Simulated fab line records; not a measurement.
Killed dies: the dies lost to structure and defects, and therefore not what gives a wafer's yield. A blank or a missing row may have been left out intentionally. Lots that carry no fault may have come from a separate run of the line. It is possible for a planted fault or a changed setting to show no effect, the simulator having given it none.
Chamber matching :: flow berkeley-cmos170 :: UCB170_PWELL_ETCH_14 on rie-diel-04: 4 sister chambers
The step etches Si3N4 in CH3F/Ar/O2, stops on SiO2, target depth 242 nm, time 151 s. 14 wafers are shown with their chamber, then 7 later ones without.

WAFERS WITH THEIR CHAMBER
wafer: L560.2
chamber: 2
drypump-motor-current-A (A): 6.0
throttle-valve-pct (%): 7.85
run-length-s (s): 179.0

wafer: L560.4
chamber: 1
drypump-motor-current-A (A): 5.5
throttle-valve-pct (%): 7.97
run-length-s (s): 179.2

wafer: L560.6
chamber: 2
drypump-motor-current-A (A): 6.0
throttle-valve-pct (%): 7.86
run-length-s (s): 179.0

wafer: L561.3
chamber: 2
drypump-motor-current-A (A): 6.0
throttle-valve-pct (%): 7.86
run-length-s (s): 179.5

wafer: L561.4
chamber: 1
drypump-motor-current-A (A): 5.5
throttle-valve-pct (%): 7.97
run-length-s (s): 179.1

wafer: L561.5
chamber: 3
drypump-motor-current-A (A): 5.2
throttle-valve-pct (%): 7.96
run-length-s (s): 179.3

wafer: L564.1
chamber: 3
drypump-motor-current-A (A): 5.2
throttle-valve-pct (%): 7.97
run-length-s (s): 179.6

wafer: L564.2
chamber: 0
drypump-motor-current-A (A): 5.4
throttle-valve-pct (%): 8.22
run-length-s (s): 179.0

wafer: L564.5
chamber: 3
drypump-motor-current-A (A): 5.2
throttle-valve-pct (%): 7.98
run-length-s (s): 179.5

wafer: L565.1
chamber: 1
drypump-motor-current-A (A): 5.5
throttle-valve-pct (%): 7.99
run-length-s (s): 179.5

wafer: L565.5
chamber: 3
drypump-motor-current-A (A): 5.2
throttle-valve-pct (%): 7.97
run-length-s (s): 179.8

wafer: L565.6
chamber: 2
drypump-motor-current-A (A): 6.0
throttle-valve-pct (%): 7.86
run-length-s (s): 179.1

wafer: L568.1
chamber: 2
drypump-motor-current-A (A): 6.0
throttle-valve-pct (%): 7.85
run-length-s (s): 179.1

wafer: L568.3
chamber: 1
drypump-motor-current-A (A): 5.4
throttle-valve-pct (%): 7.99
run-length-s (s): 179.0

SIGNATURES (means of the wafers above)
reading: drypump-motor-current-A
chamber 0: 5.400
chamber 1: 5.475
chamber 2: 6.000
chamber 3: 5.200
scatter within a chamber: 0.0274

reading: throttle-valve-pct
chamber 0: 8.2200
chamber 1: 7.9800
chamber 2: 7.8560
chamber 3: 7.9700
scatter within a chamber: 0.00849

reading: run-length-s
chamber 0: 179.000
chamber 1: 179.200
chamber 2: 179.140
chamber 3: 179.550
scatter within a chamber: 0.21
Rule: a wafer's distance from a chamber is the root of the sum, over the readings, of the square of ((its reading less the chamber's mean) divided by the reading's scatter). If the next closest chamber is less than 2 further off than the closest, the wafer can't be placed; otherwise it belongs to the closest. How the scatter is found: for the shown wafers, subtract from each reading the mean of its chamber, square and add these, divide the total by (wafers less chambers), then take the root.

WAFERS MISSING THEIR CHAMBER
wafer: L568.4
drypump-motor-current-A (A): 5.2
throttle-valve-pct (%): 7.96
run-length-s (s): 179.6

wafer: L567.2
drypump-motor-current-A (A): 5.5
throttle-valve-pct (%): 7.98
run-length-s (s): 179.3

wafer: L567.3
drypump-motor-current-A (A): 5.4
throttle-valve-pct (%): 8.22
run-length-s (s): 178.6

wafer: L567.5
drypump-motor-current-A (A): 5.2
throttle-valve-pct (%): 7.97
run-length-s (s): 179.8

wafer: L575.1
drypump-motor-current-A (A): 5.2
throttle-valve-pct (%): 7.97
run-length-s (s): 179.4

wafer: L575.4
drypump-motor-current-A (A): 5.5
throttle-valve-pct (%): 7.99
run-length-s (s): 179.3

wafer: L575.5
drypump-motor-current-A (A): 5.9
throttle-valve-pct (%): 7.85
run-length-s (s): 179.3

THE CHAMBER EACH PASSED THROUGH
wafer: L568.4
from the rows above: 3
in truth: 3

wafer: L567.2
from the rows above: 1
in truth: 1

wafer: L567.3
from the rows above: 0
in truth: 0

wafer: L567.5
from the rows above: 3
in truth: 3

wafer: L575.1
from the rows above: 3
in truth: 3

wafer: L575.4
from the rows above: 1
in truth: 1

wafer: L575.5
from the rows above: 2
in truth: 2
Correctly placed: 7 of 7. Can't be placed from these rows: 0. Wrongly placed: 0.
